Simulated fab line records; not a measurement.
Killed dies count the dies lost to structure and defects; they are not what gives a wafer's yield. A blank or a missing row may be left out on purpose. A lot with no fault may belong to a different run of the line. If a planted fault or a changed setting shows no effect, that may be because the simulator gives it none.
Comparing a struck lot with a sound one + flow rit_cmos + 21 out of 202 route steps
Sound: these wafers, L937.1, L937.3, L937.4. The struck wafers were L951.1, L951.3, L951.5. At the end, the cause is stated.
Each step with rows lists, per side, the tool, then ch with its chambers, then its first start. Under that, the readings that differ: sound wafers + struck wafers + difference of the means + sigmas: that difference in standard deviations of wafers without a fault.
alike: readings whose means differ by less than 2 such deviations, and words and numbers that are the same on both sides. not compared: withheld readings, readings that some wafer has no value for, bounds like >300 that may hide the same value, and numbers for which the record gives no deviation and whose values overlap.
A row with sigmas, a row that says differs or no value, or rows on one side alone: a step with any of these is where the two part. Numbers that don't overlap but have no deviation are shown without sigmas and don't part them. Lack of a reading on every wafer of one side parts them only where that side has two or more wafers.

first, 6 steps without rows for these wafers: RIT_NRETRO_HMDS_00 (prime time 60 s); RIT_NRETRO_COAT_01 (resist thk 1300 nm); RIT_NRETRO_SOFTBAKE_02 (time 60 s); RIT_NRETRO_EXPOSE_03 (exposes mask M4, target cd 43900 nm); RIT_NRETRO_PEB_04; RIT_NRETRO_DEVELOP_05 (develop time 68 s).
RIT_NRETRO_OVL_MEAS_06:
  sound on overlay-01 at day 3 20:48; struck on overlay-02 at day 6 18:48
  alike: NRETRO_OVL
then, 2 steps without rows for these wafers: RIT_NRETRO_HARDBAKE_07 (time 120 s); RIT_NRETRO_IMPLANT_08.
RIT_NRETRO_STRIP_09: strips in O2, time 180 s.
  sound on plasma_asher-02 ch 0,1, day 3 21:14; struck on plasma_asher-04 ch 1, day 6 19:14
  alike: drypump_motor_current_A
  not compared: rf_hours_counter_h
RIT_NRETRO_TW_MEAS_10:
  sound on film_metro-03 at day 3 21:25; struck on film_metro-02 at day 6 19:25
  alike: NRETRO_TW
then, 1 step without rows for these wafers: RIT_PRETRO_HMDS_00 (prime time 60 s).
RIT_PRETRO_COAT_01: resist thk 1300 nm.
  sound on litho_track-01 ch 0, day 3 21:48; struck on litho_track-02 ch 0, day 6 19:37
| reading                                     | sound                | struck               | difference | sigmas |
|---------------------------------------------|----------------------|----------------------|------------|--------|
| spin_speed_rpm (rpm)                        | 2001.2 1999.9 2000.1 | 1966.1 1968.4 1967.7 | -33.0      | -25    |
| model.NOVOLAK_of_PRETRO_COAT_01.thk_nm (nm) | 1302 1300 1306       | 1307 1311 1310       | +7         |        |
  alike: dispense_pressure_kPa, resist_line_temp_C
then, 4 steps without rows for these wafers: RIT_PRETRO_SOFTBAKE_02 (time 60 s); RIT_PRETRO_EXPOSE_03 (exposes mask M5, target cd 43700 nm); RIT_PRETRO_PEB_04; RIT_PRETRO_DEVELOP_05 (develop time 68 s).
RIT_PRETRO_OVL_MEAS_06:
  sound on overlay-01 at day 3 22:32; struck on overlay-02 at day 6 20:29
  alike: PRETRO_OVL
RIT_PRETRO_HARDBAKE_07: time 120 s.
  sound on litho_track-02 ch 0, day 3 22:34; struck on litho_track-01 ch 0, day 6 20:31
| reading                                     | sound          | struck         | difference | sigmas |
|---------------------------------------------|----------------|----------------|------------|--------|
| model.NOVOLAK_of_PRETRO_COAT_01.thk_nm (nm) | 1139 1137 1142 | 1143 1146 1146 | +6         |        |
  alike: resist_line_temp_C
after that, 1 step had no rows for these wafers: RIT_PRETRO_IMPLANT_08.
RIT_M1_PROBE_99:
  sound on prober-01 at day 5 00:51; struck on prober-01 at day 8 00:47
  alike: killed_at_contacts, killed_at_front_end, killed_dies, killed_open, killed_short

## WHERE THEY PART
RIT_PRETRO_COAT_01 only, going by this record. Later steps at which nothing parts them and some readings are alike: RIT_PRETRO_OVL_MEAS_06, RIT_PRETRO_HARDBAKE_07, RIT_M1_PROBE_99.

WHY: what had been put in by the simulator
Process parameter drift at RIT_PRETRO_COAT_01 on litho_track-02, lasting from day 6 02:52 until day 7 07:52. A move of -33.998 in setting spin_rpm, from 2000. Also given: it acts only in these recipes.
